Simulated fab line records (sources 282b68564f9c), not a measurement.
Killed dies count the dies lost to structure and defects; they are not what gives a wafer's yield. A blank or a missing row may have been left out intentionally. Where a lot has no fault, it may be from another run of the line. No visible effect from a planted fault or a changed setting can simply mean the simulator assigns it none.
fab line records | flow ritCmos
record lots=6 | wafers=18 | lastDay=7
route steps=202 shown NLDD@110 PLDD@114 SPACER@126 NSD@131 PSD@142 M1@202
lots that met no fault: from a run of the same line without faults
startH: start of the lot's first displayed wafer, in hours after the record's first day | waitH: hours elapsed since this lot's preceding step | " same as the row above | L1.1+2: a single row standing in for several wafers | - no value, or no start was given | * or withheld: withheld | < > ~ a bound
route shown NAME@n: NAME is a module with steps in the file, n the number in the route of the first one | usual: mean/standard deviation taken from wafers without a fault | same: alike in all rows | chamber/n: place in a boat | sites: per-site readings | _std_site: the standard deviation of these | _edge_site: the outer-site mean with the inner-site mean subtracted | radiusMm: for every site, how far away it sits from the centre of the wafer | mask NAME#n: copy n | behind: the most recent tool/chamber to have shaped the wafer | hold: cause of the lot's hold/its duration in hours/its outcome | device: the transistor (n, p or np) that didn't switch | end of line: the route-end tests of the same wafers | for a step that has no rows: nothing shown but its recipe | killed: dies lost to structure and defects at the first sort, not the wafer's yield | map: dies across one wafer; x = killed, . = not, _ = none there
set.NAME: the setting the step ran with; set.NAME@STEP: the setting that earlier step ran with | model.NAME: the simulator's own value behind a step, which no gauge read
lots seen at some steps along the route; tables by step, rows by wafer
services: the hour from which a tool's chamber was out of use, counted from the record's first day as startH (under 0 if before that day), plus the number of hours and why
## steps
# step RIT_NLDD_HARDBAKE_07
# recipe resist=NOVOLAK | tempC=140 | timeS=60
# step RIT_NLDD_IMPLANT_08
# recipe species=P | energyKev=20 | doseCm2=5e+14 | tiltDeg=7
# step RIT_NLDD_STRIP_09
# recipe chemistry=O2 | timeS=180 | resist=NOVOLAK | platenTempC=withheld | powerW=500 | pressureMtorr=4000 | o2FlowSccm=4000
# usual drypumpMotorCurrentA=5.9/0.54
lot.wafer | tool           | chamber | startH | waitH | drypumpMotorCurrentA | rfHoursCounterH
L482.1    | plasmaAsher-03 | 0       | 44.12  | 0.1   | 6.7                  | 41
L482.3    | "              | 0       | "      | "     | 6.7                  | -
L482.5    | "              | 1       | "      | "     | 5.5                  | -
L484.3    | plasmaAsher-02 | 1       | 51.40  | 0.1   | 5.6                  | -
L484.4    | "              | 0       | "      | "     | 5.4                  | -
L484.6    | "              | 1       | "      | "     | 5.7                  | -
L495.2    | plasmaAsher-02 | 0       | 108.19 | 0.1   | 5.5                  | 44
L495.5    | "              | 1       | "      | "     | 5.7                  | -
L495.6    | "              | 0       | "      | "     | 5.4                  | -
L496.3    | plasmaAsher-03 | 1       | 115.58 | 0.1   | 5.5                  | -
L496.5    | "              | 1       | "      | "     | 5.4                  | -
L496.6    | "              | 0       | "      | "     | 6.7                  | -
L500.2    | plasmaAsher-03 | 1       | 134.36 | 0.1   | 5.5                  | 51
L500.3    | "              | 0       | "      | "     | 6.7                  | -
L500.4    | "              | 1       | "      | "     | 5.5                  | -
L505.1    | plasmaAsher-02 | 0       | 162.98 | 0.1   | 5.4                  | 5
L505.3    | "              | 0       | "      | "     | 5.4                  | -
L505.4    | "              | 1       | "      | "     | 5.6                  | -
# step RIT_NLDD_TW_MEAS_10
# usual NLDD_TW=2468/33
lot.wafer | tool         | chamber | startH | waitH | NLDD_TW
L482.1    | filmMetro-03 | -       | 44.29  | 0.1   | 2518
L482.3    | "            | -       | "      | "     | 2502
L482.5    | "            | -       | "      | "     | 2515
L484.3    | filmMetro-02 | -       | 51.54  | 0.1   | 2439
L484.4    | "            | -       | "      | "     | 2452
L484.6    | "            | -       | "      | "     | 2454
L495.2    | filmMetro-04 | -       | 108.38 | 0.1   | 2459
L495.5    | "            | -       | "      | "     | 2468
L495.6    | "            | -       | "      | "     | 2461
L496.3    | filmMetro-02 | -       | 115.72 | 0.1   | 2440
L496.5    | "            | -       | "      | "     | 2445
L496.6    | "            | -       | "      | "     | 2444
L500.2    | filmMetro-03 | -       | 134.54 | 0.1   | 2496
L500.3    | "            | -       | "      | "     | 2486
L500.4    | "            | -       | "      | "     | 2490
L505.1    | filmMetro-03 | -       | 163.16 | 0.1   | 2497
L505.3    | "            | -       | "      | "     | 2492
L505.4    | "            | -       | "      | "     | 2507
# step RIT_PLDD_HMDS_00
# recipe primeTimeS=60 | primeTempC=140
# step RIT_PLDD_COAT_01
# recipe resist=NOVOLAK | spinRpm=3250 | resistThkNm=1000
# step RIT_PLDD_SOFTBAKE_02
# recipe resist=NOVOLAK | tempC=90 | timeS=60
# step RIT_PLDD_EXPOSE_03
# recipe maskId=M8 | na=0.57 | targetCdNm=40900 | doseMj=250
# step RIT_PLDD_PEB_04
# recipe resist=NOVOLAK | tempC=withheld | timeS=withheld
# step RIT_PLDD_DEVELOP_05
# recipe resist=NOVOLAK | developTimeS=50 | devTempC=23
# step RIT_PLDD_OVL_MEAS_06
# usual PLDD_OVL=0.0/1.5
lot.wafer | tool       | chamber | startH | waitH | PLDD_OVL[nm]
L482.1    | overlay-01 | -       | 45.25  | -     | 0.4
L482.3    | "          | -       | "      | "     | 0.3
L482.5    | "          | -       | "      | "     | 0.4
L484.3    | overlay-01 | -       | 52.56  | -     | -1.9
L484.4    | "          | -       | "      | "     | -2.4
L484.6    | "          | -       | "      | "     | -2.6
L495.2    | overlay-02 | -       | 109.41 | -     | 3.7
L495.5    | "          | -       | "      | "     | 1.9
L495.6    | "          | -       | "      | "     | 1.6
L496.3    | overlay-02 | -       | 116.75 | -     | -0.4
L496.5    | "          | -       | "      | "     | -1.4
L496.6    | "          | -       | "      | "     | -1.7
L500.2    | overlay-02 | -       | 135.57 | -     | -0.2
L500.3    | "          | -       | "      | "     | 1.1
L500.4    | "          | -       | "      | "     | 1.3
L505.1    | overlay-02 | -       | 164.07 | -     | 0.9
L505.3    | "          | -       | "      | "     | 2.3
L505.4    | "          | -       | "      | "     | 0.9
# step RIT_PLDD_HARDBAKE_07
# recipe resist=NOVOLAK | tempC=140 | timeS=60
# step RIT_PLDD_IMPLANT_08
# recipe species=BF2 | energyKev=20 | doseCm2=9e+14 | tiltDeg=7
# usual doseIonsCm2=8.999e+14/1.2e+12 | endStationPressureTorr=7.3e-06/4e-07 | faradayCurrentUA=2821/52
lot.wafer | tool         | chamber | startH | waitH | doseIonsCm2 | endStationPressureTorr | faradayCurrentUA
L482.1    | implanter-03 | 0       | 45.43  | 0.1   | 9.009e+14   | 7.4e-06                | 2854
L482.3    | "            | 0       | "      | "     | 9.017e+14   | 7.7e-06                | 2888
L482.5    | "            | 0       | "      | "     | 9.016e+14   | 7.7e-06                | 2768
L484.3    | implanter-02 | 0       | 52.79  | 0.1   | 9.002e+14   | 6.4e-06                | 2831
L484.4    | "            | 0       | "      | "     | 8.999e+14   | 7e-06                  | 2838
L484.6    | "            | 0       | "      | "     | 9.002e+14   | 7.8e-06                | 2701
L495.2    | implanter-02 | 0       | 109.61 | 0.1   | 1.499e+15   | 8.4e-06                | 4555
L495.5    | "            | 0       | "      | "     | 1.5004e+15  | 8.6e-06                | 4722
L495.6    | "            | 0       | "      | "     | 1.4986e+15  | 8.1e-06                | 4793
L496.3    | implanter-02 | 0       | 116.97 | 0.1   | 1.4992e+15  | 9.4e-06                | 4623
L496.5    | "            | 0       | "      | "     | 1.4989e+15  | 9.1e-06                | 4775
L496.6    | "            | 0       | "      | "     | 1.4993e+15  | 8e-06                  | 4704
L500.2    | implanter-01 | 0       | 135.78 | 0.1   | 9.012e+14   | 7.5e-06                | 2844
L500.3    | "            | 0       | "      | "     | 8.999e+14   | 7e-06                  | 2815
L500.4    | "            | 0       | "      | "     | 9.002e+14   | 7.5e-06                | 2804
L505.1    | implanter-03 | 0       | 164.29 | 0.1   | 9.029e+14   | 7.5e-06                | 2791
L505.3    | "            | 0       | "      | "     | 8.999e+14   | 6e-06                  | 2753
L505.4    | "            | 0       | "      | "     | 9.017e+14   | 7.6e-06                | 2824
# step RIT_PLDD_STRIP_09
# recipe chemistry=O2 | timeS=180 | resist=NOVOLAK | platenTempC=withheld | powerW=500 | pressureMtorr=4000 | o2FlowSccm=4000
# usual drypumpMotorCurrentA=6.1/0.52
lot.wafer | tool           | chamber | startH | waitH | drypumpMotorCurrentA | rfHoursCounterH
L482.1    | plasmaAsher-04 | 0       | 45.58  | 0.1   | 6.4                  | 27
L482.3    | "              | 1       | "      | "     | 6.6                  | -
L482.5    | "              | 1       | "      | "     | 6.6                  | -
L484.3    | plasmaAsher-04 | 1       | 52.95  | 0.1   | 6.6                  | -
L484.4    | "              | 0       | "      | "     | 6.4                  | -
L484.6    | "              | 1       | "      | "     | 6.6                  | -
L495.2    | plasmaAsher-04 | 1       | 109.74 | 0.1   | 6.6                  | 33
L495.5    | "              | 0       | "      | "     | 6.4                  | -
L495.6    | "              | 1       | "      | "     | 6.6                  | -
L496.3    | plasmaAsher-03 | 1       | 117.13 | 0.1   | 5.4                  | -
L496.5    | "              | 1       | "      | "     | 5.5                  | -
L496.6    | "              | 0       | "      | "     | 6.7                  | -
L500.2    | plasmaAsher-03 | 0       | 135.90 | 0.1   | 6.7                  | 51
L500.3    | "              | 0       | "      | "     | 6.7                  | -
L500.4    | "              | 1       | "      | "     | 5.5                  | -
L505.1    | plasmaAsher-03 | 0       | 164.44 | 0.1   | 6.7                  | 54
L505.3    | "              | 1       | "      | "     | 5.4                  | -
L505.4    | "              | 0       | "      | "     | 6.7                  | -
# step RIT_PLDD_TW_MEAS_10
# usual PLDD_TW=2337/23
lot.wafer | tool         | chamber | startH | waitH | hold                    | PLDD_TW
L482.1    | filmMetro-03 | -       | 45.76  | 0.1   | -                       | 2369
L482.3    | "            | -       | "      | "     | -                       | 2372
L482.5    | "            | -       | "      | "     | -                       | 2357
L484.3    | filmMetro-03 | -       | 53.08  | 0.1   | -                       | 2370
L484.4    | "            | -       | "      | "     | -                       | 2369
L484.6    | "            | -       | "      | "     | -                       | 2358
L495.2    | filmMetro-02 | -       | 109.92 | 0.1   | awaitDispo/0.2h/release | 2602
L495.5    | "            | -       | "      | "     | awaitDispo/0.2h/release | 2592
L495.6    | "            | -       | "      | "     | awaitDispo/0.2h/release | 2589
L495.2    | filmMetro-02 | -       | 110.15 | 0.2   | -                       | 2583
L495.5    | "            | -       | "      | "     | -                       | 2583
L495.6    | "            | -       | "      | "     | -                       | 2592
L496.3    | filmMetro-04 | -       | 117.27 | 0.1   | awaitDispo/0.2h/release | 2621
L496.5    | "            | -       | "      | "     | awaitDispo/0.2h/release | 2641
L496.6    | "            | -       | "      | "     | awaitDispo/0.2h/release | 2630
L496.3    | filmMetro-04 | -       | 117.49 | 0.2   | -                       | 2627
L496.5    | "            | -       | "      | "     | -                       | 2625
L496.6    | "            | -       | "      | "     | -                       | 2626
L500.2    | filmMetro-04 | -       | 136.09 | 0.1   | -                       | 2343
L500.3    | "            | -       | "      | "     | -                       | 2348
L500.4    | "            | -       | "      | "     | -                       | 2350
L505.1    | filmMetro-04 | -       | 164.62 | 0.1   | -                       | 2329
L505.3    | "            | -       | "      | "     | -                       | 2323
L505.4    | "            | -       | "      | "     | -                       | 2322
# step RIT_SPACER_CLEAN_01
# recipe chemistry=dHF | dilution=50:1 | timeS=30
# step RIT_SPACER_CLEAN_02
# recipe chemistry=SC2 | mix=3:3:50 | timeS=600 | tempC=75 | dry=n2Spin
# step RIT_SPACER_CVD_03
# recipe material=Si3N4 | targetThkNm=250 | tempC=810 | precursor=SiH2Cl2/NH3 | timeS=3300 | pressureMtorr=300 | sih2cl2FlowSccm=60 | nh3FlowSccm=150
# step RIT_SPACER_THK_MEAS_04
# recipe reads=Si3N4_of_SPACER_CVD_03
# usual SPACER_NITRIDE_THK=251.0/2.3
lot.wafer | tool         | chamber | startH | waitH | SPACER_NITRIDE_THK[nm]
L482.1    | filmMetro-01 | -       | 48.10  | 0.0   | 247.4
L482.3    | "            | -       | "      | "     | 248.1
L482.5    | "            | -       | "      | "     | 249.3
L484.3    | filmMetro-01 | -       | 55.43  | 0.0   | 254.3
L484.4    | "            | -       | "      | "     | 254.1
L484.6    | "            | -       | "      | "     | 253.6
L495.2    | filmMetro-01 | -       | 114.77 | 0.0   | 249.0
L495.5    | "            | -       | "      | "     | 249.6
L495.6    | "            | -       | "      | "     | 248.3
L496.3    | filmMetro-03 | -       | 125.19 | 0.1   | 251.3
L496.5    | "            | -       | "      | "     | 250.3
L496.6    | "            | -       | "      | "     | 250.7
L500.2    | filmMetro-01 | -       | 138.45 | 0.0   | 250.4
L500.3    | "            | -       | "      | "     | 250.3
L500.4    | "            | -       | "      | "     | 251.3
L505.1    | filmMetro-01 | -       | 167.00 | 0.0   | 246.9
L505.3    | "            | -       | "      | "     | 249.5
L505.4    | "            | -       | "      | "     | 248.5
# step RIT_SPACER_ETCHBACK_05
# recipe targetDepthA=2500 | SF6_flow_sccm=30 | CHF3_flow_sccm=30 | target=Si3N4 | chemistry=SF6/CHF3 | pressureMtorr=40 | rfW=250 | timeS=240 | stopOn=SiO2
# usual drypumpMotorCurrentA=5.9/0.46 | oesProductAu=0.847/0.014 | throttleValvePct=10.26/0.16
lot.wafer | tool       | chamber | startH | waitH | drypumpMotorCurrentA | oesProductAu | rfHoursCounterH | throttleValvePct
L482.1    | rieDiel-01 | 1       | 48.16  | 0.1   | 5.5                  | 0.835        | 114             | 10.33
L482.3    | "          | 3       | "      | "     | 6.0                  | 0.831        | 151             | 9.98
L482.5    | "          | 0       | "      | "     | 5.8                  | 0.818        | -               | 10.51
L484.3    | rieDiel-02 | 2       | 55.47  | 0.0   | 6.0                  | 0.854        | 70              | 10.25
L484.4    | "          | 2       | "      | "     | 6.0                  | 0.855        | -               | 10.24
L484.6    | "          | 3       | "      | "     | 5.9                  | 0.857        | -               | 10.28
L495.2    | rieDiel-01 | 1       | 114.82 | 0.0   | 5.4                  | 0.828        | 116             | 10.32
L495.5    | "          | 0       | "      | "     | 5.8                  | 0.833        | -               | 10.54
L495.6    | "          | 3       | "      | "     | 6.0                  | 0.835        | -               | 10.00
L496.3    | rieDiel-01 | 1       | 125.23 | 0.0   | 5.4                  | 0.833        | 116             | 10.34
L496.5    | "          | 0       | "      | "     | 5.8                  | 0.834        | -               | 10.51
L496.6    | "          | 3       | "      | "     | 6.0                  | 0.852        | -               | 9.99
L500.2    | rieDiel-01 | 1       | 138.50 | 0.0   | 5.4                  | 0.822        | 116             | 10.33
L500.3    | "          | 0       | "      | "     | 5.7                  | 0.831        | 63              | 10.51
L500.4    | "          | 2       | "      | "     | 6.3                  | 0.863        | -               | 10.11
L505.1    | rieDiel-04 | 2       | 167.06 | 0.1   | 5.3                  | 0.821        | 88              | 10.16
L505.3    | "          | 0       | "      | "     | 6.5                  | 0.828        | 134             | 10.07
L505.4    | "          | 3       | "      | "     | 5.6                  | 0.868        | 54              | 10.43
# step RIT_NSD_HMDS_00
# recipe primeTimeS=60 | primeTempC=140
# step RIT_NSD_COAT_01
# recipe resist=NOVOLAK | spinRpm=3250 | resistThkNm=1000
# step RIT_NSD_SOFTBAKE_02
# recipe resist=NOVOLAK | tempC=90 | timeS=60
# step RIT_NSD_EXPOSE_03
# recipe maskId=M9 | na=0.57 | targetCdNm=40700 | doseMj=250
# step RIT_NSD_PEB_04
# recipe resist=NOVOLAK | tempC=withheld | timeS=withheld
# step RIT_NSD_DEVELOP_05
# recipe resist=NOVOLAK | developTimeS=50 | devTempC=23
# step RIT_NSD_OVL_MEAS_06
# usual NSD_OVL=1.0/1.5
lot.wafer | tool       | chamber | startH | waitH | NSD_OVL[nm]
L482.1    | overlay-01 | -       | 49.16  | -     | -0.2
L482.3    | "          | -       | "      | "     | 1.2
L482.5    | "          | -       | "      | "     | -1.1
L484.3    | overlay-01 | -       | 56.48  | -     | -0.9
L484.4    | "          | -       | "      | "     | -2.0
L484.6    | "          | -       | "      | "     | -1.9
L495.2    | overlay-02 | -       | 116.00 | -     | -0.2
L495.5    | "          | -       | "      | "     | -1.3
L495.6    | "          | -       | "      | "     | -0.4
L496.3    | overlay-02 | -       | 126.48 | -     | -1.4
L496.5    | "          | -       | "      | "     | -0.7
L496.6    | "          | -       | "      | "     | 0.4
L500.2    | overlay-01 | -       | 139.69 | -     | -1.0
L500.3    | "          | -       | "      | "     | 0.2
L500.4    | "          | -       | "      | "     | -0.1
L505.1    | overlay-01 | -       | 168.22 | -     | 2.5
L505.3    | "          | -       | "      | "     | 3.8
L505.4    | "          | -       | "      | "     | 3.9
# step RIT_NSD_HARDBAKE_07
# recipe resist=NOVOLAK | tempC=140 | timeS=60
# step RIT_NSD_IMPLANT_08
# recipe species=P | energyKev=25 | doseCm2=1e+15 | tiltDeg=7
# step RIT_NSD_STRIP_09
# recipe chemistry=O2 | timeS=180 | resist=NOVOLAK | platenTempC=withheld | powerW=500 | pressureMtorr=4000 | o2FlowSccm=4000
# usual drypumpMotorCurrentA=6.0/0.51
lot.wafer | tool           | chamber | startH | waitH | drypumpMotorCurrentA | rfHoursCounterH
L482.1    | plasmaAsher-04 | 1       | 49.50  | 0.1   | 6.6                  | 27
L482.3    | "              | 0       | "      | "     | 6.4                  | -
L482.5    | "              | 0       | "      | "     | 6.4                  | -
L484.3    | plasmaAsher-04 | 1       | 57.10  | 0.1   | 6.6                  | -
L484.4    | "              | 0       | "      | "     | 6.4                  | -
L484.6    | "              | 1       | "      | "     | 6.6                  | -
L495.2    | plasmaAsher-04 | 1       | 117.56 | 1.3   | 6.6                  | 34
L495.5    | "              | 0       | "      | "     | 6.4                  | -
L495.6    | "              | 1       | "      | "     | 6.7                  | -
L496.3    | plasmaAsher-01 | 0       | 126.96 | 0.1   | 5.3                  | -
L496.5    | "              | 1       | "      | "     | 6.3                  | -
L496.6    | "              | 0       | "      | "     | 5.3                  | -
L500.2    | plasmaAsher-01 | 1       | 140.02 | 0.1   | 6.3                  | 50
L500.3    | "              | 0       | "      | "     | 5.3                  | -
L500.4    | "              | 1       | "      | "     | 6.3                  | -
L505.1    | plasmaAsher-01 | 1       | 168.56 | 0.1   | 6.3                  | 52
L505.3    | "              | 0       | "      | "     | 5.3                  | -
L505.4    | "              | 1       | "      | "     | 6.3                  | -
# step RIT_NSD_TW_MEAS_10
# usual NSD_TW=3090/35
lot.wafer | tool         | chamber | startH | waitH | NSD_TW
L482.1    | filmMetro-04 | -       | 49.67  | 0.1   | 3079
L482.3    | "            | -       | "      | "     | 3091
L482.5    | "            | -       | "      | "     | 3094
L484.3    | filmMetro-04 | -       | 57.24  | 0.1   | 3111
L484.4    | "            | -       | "      | "     | 3103
L484.6    | "            | -       | "      | "     | 3088
L495.2    | filmMetro-03 | -       | 117.74 | 0.1   | 3122
L495.5    | "            | -       | "      | "     | 3134
L495.6    | "            | -       | "      | "     | 3129
L496.3    | filmMetro-03 | -       | 127.12 | 0.1   | 3132
L496.5    | "            | -       | "      | "     | 3124
L496.6    | "            | -       | "      | "     | 3126
L500.2    | filmMetro-04 | -       | 140.20 | 0.1   | 3121
L500.3    | "            | -       | "      | "     | 3134
L500.4    | "            | -       | "      | "     | 3126
L505.1    | filmMetro-04 | -       | 168.73 | 0.1   | 3084
L505.3    | "            | -       | "      | "     | 3102
L505.4    | "            | -       | "      | "     | 3104
# step RIT_PSD_HMDS_00
# recipe primeTimeS=60 | primeTempC=140
# step RIT_PSD_COAT_01
# recipe resist=NOVOLAK | spinRpm=3250 | resistThkNm=1000
# step RIT_PSD_SOFTBAKE_02
# recipe resist=NOVOLAK | tempC=90 | timeS=60
# step RIT_PSD_EXPOSE_03
# recipe maskId=M10 | na=0.57 | targetCdNm=40900 | doseMj=250
# step RIT_PSD_PEB_04
# recipe resist=NOVOLAK | tempC=withheld | timeS=withheld
# step RIT_PSD_DEVELOP_05
# recipe resist=NOVOLAK | developTimeS=50 | devTempC=23
# step RIT_PSD_OVL_MEAS_06
# usual PSD_OVL=0.0/1.6
lot.wafer | tool       | chamber | startH | waitH | PSD_OVL[nm]
L482.1    | overlay-02 | -       | 50.71  | -     | 1.3
L482.3    | "          | -       | "      | "     | 0.6
L482.5    | "          | -       | "      | "     | -1.2
L484.3    | overlay-01 | -       | 58.29  | -     | -2.6
L484.4    | "          | -       | "      | "     | -1.1
L484.6    | "          | -       | "      | "     | -1.5
L495.2    | overlay-01 | -       | 118.95 | -     | -0.1
L495.5    | "          | -       | "      | "     | -1.3
L495.6    | "          | -       | "      | "     | -1.1
L496.3    | overlay-01 | -       | 128.29 | -     | -0.1
L496.5    | "          | -       | "      | "     | -1.1
L496.6    | "          | -       | "      | "     | -2.5
L500.2    | overlay-01 | -       | 141.25 | -     | 1.2
L500.3    | "          | -       | "      | "     | 1.3
L500.4    | "          | -       | "      | "     | 1.0
L505.1    | overlay-01 | -       | 169.64 | -     | -3.2
L505.3    | "          | -       | "      | "     | -2.7
L505.4    | "          | -       | "      | "     | -2.8
# step RIT_PSD_HARDBAKE_07
# recipe resist=NOVOLAK | tempC=140 | timeS=60
# step RIT_PSD_IMPLANT_08
# recipe species=BF2 | energyKev=27 | doseCm2=5e+15 | tiltDeg=7
# step RIT_PSD_STRIP_09
# recipe chemistry=O2 | timeS=180 | resist=NOVOLAK | platenTempC=withheld | powerW=500 | pressureMtorr=4000 | o2FlowSccm=4000
# usual drypumpMotorCurrentA=6.0/0.55
lot.wafer | tool           | chamber | startH | waitH | drypumpMotorCurrentA | rfHoursCounterH
L482.1    | plasmaAsher-01 | 1       | 51.31  | 0.1   | 6.3                  | 39
L482.3    | "              | 1       | "      | "     | 6.3                  | -
L482.5    | "              | 0       | "      | "     | 5.3                  | -
L484.3    | plasmaAsher-04 | 0       | 58.67  | 0.1   | 6.4                  | -
L484.4    | "              | 1       | "      | "     | 6.6                  | -
L484.6    | "              | 1       | "      | "     | 6.6                  | -
L495.2    | plasmaAsher-04 | 1       | 119.42 | 0.1   | 6.6                  | 34
L495.5    | "              | 0       | "      | "     | 6.4                  | -
L495.6    | "              | 1       | "      | "     | 6.6                  | -
L496.3    | plasmaAsher-01 | 0       | 128.68 | 0.1   | 5.3                  | -
L496.5    | "              | 0       | "      | "     | 5.3                  | -
L496.6    | "              | 1       | "      | "     | 6.3                  | -
L500.2    | plasmaAsher-03 | 1       | 141.58 | 0.1   | 5.5                  | 51
L500.3    | "              | 0       | "      | "     | 6.7                  | -
L500.4    | "              | 1       | "      | "     | 5.5                  | -
L505.1    | plasmaAsher-01 | 0       | 169.98 | 0.1   | 5.3                  | 52
L505.3    | "              | 1       | "      | "     | 6.3                  | -
L505.4    | "              | 0       | "      | "     | 5.3                  | -
# step RIT_SDANNEAL_RS_MEAS_06
# recipe thkMeasGauge=four-point-probe
# usual PLDD_RS=178.8/0.44
lot.wafer | tool         | chamber | startH | waitH | hold                    | PLDD_RS[ohm/sq]
L482.1    | filmMetro-03 | -       | 52.21  | 0.1   | -                       | 178.6
L482.3    | "            | -       | "      | "     | -                       | 178.0
L482.5    | "            | -       | "      | "     | -                       | 178.8
L484.3    | filmMetro-02 | -       | 59.58  | 0.1   | -                       | 179.0
L484.4    | "            | -       | "      | "     | -                       | 178.5
L484.6    | "            | -       | "      | "     | -                       | 178.6
L495.2    | filmMetro-04 | -       | 120.38 | 0.1   | awaitDispo/0.2h/release | 156.7
L495.5    | "            | -       | "      | "     | awaitDispo/0.2h/release | 156.2
L495.6    | "            | -       | "      | "     | awaitDispo/0.2h/release | 156.3
L495.2    | filmMetro-04 | -       | 120.67 | 0.3   | -                       | 156.5
L495.5    | "            | -       | "      | "     | -                       | 156.5
L495.6    | "            | -       | "      | "     | -                       | 155.8
L496.3    | filmMetro-03 | -       | 130.46 | 0.1   | awaitDispo/0.2h/release | 155.5
L496.5    | "            | -       | "      | "     | awaitDispo/0.2h/release | 156.2
L496.6    | "            | -       | "      | "     | awaitDispo/0.2h/release | 155.9
L496.3    | filmMetro-03 | -       | 130.84 | 0.4   | -                       | 155.6
L496.5    | "            | -       | "      | "     | -                       | 156.0
L496.6    | "            | -       | "      | "     | -                       | 156.0
L500.2    | filmMetro-03 | -       | 142.53 | 0.1   | -                       | 178.8
L500.3    | "            | -       | "      | "     | -                       | 178.7
L500.4    | "            | -       | "      | "     | -                       | 178.6
L505.1    | filmMetro-04 | -       | 171.06 | 0.1   | -                       | 178.1
L505.3    | "            | -       | "      | "     | -                       | 178.8
L505.4    | "            | -       | "      | "     | -                       | 178.6
# step RIT_M1_PROBE_99
# usual defectLimitedYield=97.5/1.2 | killed_at_M0_to_M3=0.0/0.083 | killedAtFrontEnd=7/3.1 | killedDies=7/3.1 | killedOpen=3.3/2 | killedShort=3.4/2.1 | sort_bin_3_pad_short=0.1/0.21 | sort_bin_5_function=1.4/0.79 | sort_bin_6_memory=1.0/0.65 | sortNPass=257/3.1 | sortYieldPct=97.5/1.2
# same grossDies=264 | killed_at_M4_up=0 | killedAtBackSide=0 | killedAtContacts=0 | killedAtOther=0
lot.wafer | tool      | chamber | startH | waitH | defectLimitedYield[%] | killed_at_M0_to_M3 | killedAtFrontEnd | killedDies | killedOpen | killedShort | sort_bin_3_pad_short[%] | sort_bin_5_function[%] | sort_bin_6_memory[%] | sortNPass | sortYieldPct[%]
L482.1    | prober-01 | -       | 60.73  | 0.1   | 97.7                  | 0                  | 6                | 6          | 3          | 3           | 0.4                     | 1.1                    | 0.8                  | 258       | 97.7
L482.3    | prober-01 | -       | 60.83  | 0.2   | 98.1                  | 1                  | 4                | 5          | 2          | 3           | 0.4                     | 0.4                    | 1.1                  | 259       | 98.1
L482.5    | prober-01 | -       | 60.93  | 0.2   | 98.5                  | 0                  | 4                | 4          | 3          | 1           | 0                       | 0.8                    | 0.8                  | 260       | 98.5
L484.3    | prober-01 | -       | 67.57  | 0.2   | 95.1                  | 0                  | 13               | 13         | 5          | 8           | 0.4                     | 2.7                    | 1.9                  | 251       | 95.1
L484.4    | prober-01 | -       | 67.62  | 0.2   | 96.6                  | 0                  | 9                | 9          | 2          | 7           | 0.4                     | 1.5                    | 1.5                  | 255       | 96.6
L484.6    | prober-01 | -       | 67.72  | 0.2   | 97.0                  | 0                  | 8                | 8          | 2          | 6           | 0.4                     | 1.5                    | 1.1                  | 256       | 97.0
L500.2    | prober-02 | -       | 149.92 | 0.1   | 98.1                  | 0                  | 5                | 5          | 5          | 0           | 0                       | 0.4                    | 1.5                  | 259       | 98.1
L500.3    | prober-02 | -       | 149.97 | 0.2   | 98.5                  | 0                  | 4                | 4          | 3          | 1           | 0                       | 0.8                    | 0.8                  | 260       | 98.5
L500.4    | prober-02 | -       | 150.02 | 0.2   | 97.7                  | 0                  | 6                | 6          | 5          | 1           | 0                       | 1.1                    | 1.1                  | 258       | 97.7
# killed by level:class
L482.1 GATE:geometricParticle:short=2 FOX1:geometricParticle:open=1 GATE:geometricParticle:open=1 SPACER:geometricParticle:short=1 SPACER:geometricParticle:open=1
L482.3 REOX:geometricParticle:short=1 SPACER:geometricParticle:short=1 SPACER:geometricParticle:open=1 SILICIDE:geometricParticle:open=1 M1:geometricParticle:short=1
L482.5 GATE:geometricParticle:open=2 GATE:geometricParticle:short=1 FOX2:geometricParticle:open=1
L484.3 GATE:geometricParticle:open=5 GATE:geometricParticle:short=4 SPACER:geometricParticle:short=2 FOX1:geometricParticle:short=1 REOX:geometricParticle:short=1
L484.4 REOX:geometricParticle:short=5 FOX1:geometricParticle:short=1 FOX2:geometricParticle:open=1 GATE:geometricParticle:short=1 GATE:geometricParticle:open=1
L484.6 GATE:geometricParticle:short=4 FOX1:geometricParticle:short=2 SPACER:geometricParticle:open=1 SILICIDE:geometricParticle:open=1
L500.2 GATE:geometricParticle:open=3 FOX2:geometricParticle:open=1 SILICIDE:geometricParticle:open=1
L500.3 FOX1:geometricParticle:open=2 REOX:geometricParticle:short=1 SPACER:geometricParticle:open=1
L500.4 FOX1:geometricParticle:open=2 GATE:geometricParticle:open=1 REOX:geometricParticle:open=1 SILICIDE:geometricParticle:open=1 SILICIDE:geometricParticle:short=1
## services
tool           | chamber | startH | hours | kind
implanter-02   | -       | 26.74  | 22.5  | pm
plasmaAsher-03 | -       | 29.45  | 3.2   | repair
rieDiel-02     | 1       | 31.86  | 13.1  | repair
rieDiel-04     | -       | 42.71  | 0.9   | repair
implanter-02   | -       | 50.03  | 2.4   | repair
implanter-02   | -       | 55.00  | 3.4   | repair
rieDiel-04     | 0       | 56.91  | 12.7  | repair
rieDiel-04     | 0       | 70.42  | 10.5  | repair
implanter-01   | -       | 74.87  | 3.6   | repair
implanter-02   | -       | 81.78  | 3.4   | repair
plasmaAsher-04 | -       | 87.09  | 2.8   | pm
implanter-02   | -       | 88.69  | 4.7   | pm
implanter-01   | -       | 93.99  | 6.3   | repair
rieDiel-02     | -       | 106.17 | 14.6  | pm
plasmaAsher-02 | -       | 108.75 | 9.0   | pm
plasmaAsher-04 | -       | 114.73 | 0.3   | repair
implanter-02   | -       | 115.87 | 0.6   | repair
plasmaAsher-03 | -       | 117.44 | 8.2   | repair
rieDiel-01     | -       | 118.35 | 1.0   | repair
plasmaAsher-02 | -       | 144.55 | 1.7   | repair
plasmaAsher-01 | -       | 145.50 | 6.2   | pm
implanter-02   | -       | 155.52 | 3.2   | repair
implanter-02   | -       | 162.75 | 3.0   | repair
rieDiel-01     | 1       | 165.02 | 8.6   | repair
## key
firstSign step=RIT_PLDD_IMPLANT_08 | reading=doseIonsCm2 | direction=up | sigmas=99+ | usual=8.999e+14 | struck=1.4992e+15
effect step=RIT_PLDD_IMPLANT_08 | reading=faradayCurrentUA | direction=up | sigmas=36 | usual=2821 | struck=4695
effect step=RIT_PLDD_TW_MEAS_10 | reading=visit | direction=added
effect step=RIT_PLDD_TW_MEAS_10 | reading=PLDD_TW | direction=up | sigmas=12 | usual=2337 | struck=2613
effect step=RIT_SDANNEAL_RS_MEAS_06 | reading=PLDD_RS | direction=down | sigmas=51 | usual=178.8 | struck=156.1
metAt RIT_PLDD_IMPLANT_08
struckWafers L495.2,L495.5,L495.6,L496.3,L496.5,L496.6
scrappedBehind RIT_SDANNEAL_RS_MEAS_06 L495.2,L495.5,L495.6,L496.3,L496.5,L496.6
onsetBetween 52.79 109.61
fault kind=processParameterDrift | tool=implanter-02 | chamber=- | onsetH=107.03 | steps=RIT_PLDD_IMPLANT_08 | channel=doseCm2 | offset=5.9982e+14 | shape=step | endH=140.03 | actsIn=theseRecipesOnly | stated=9e+14
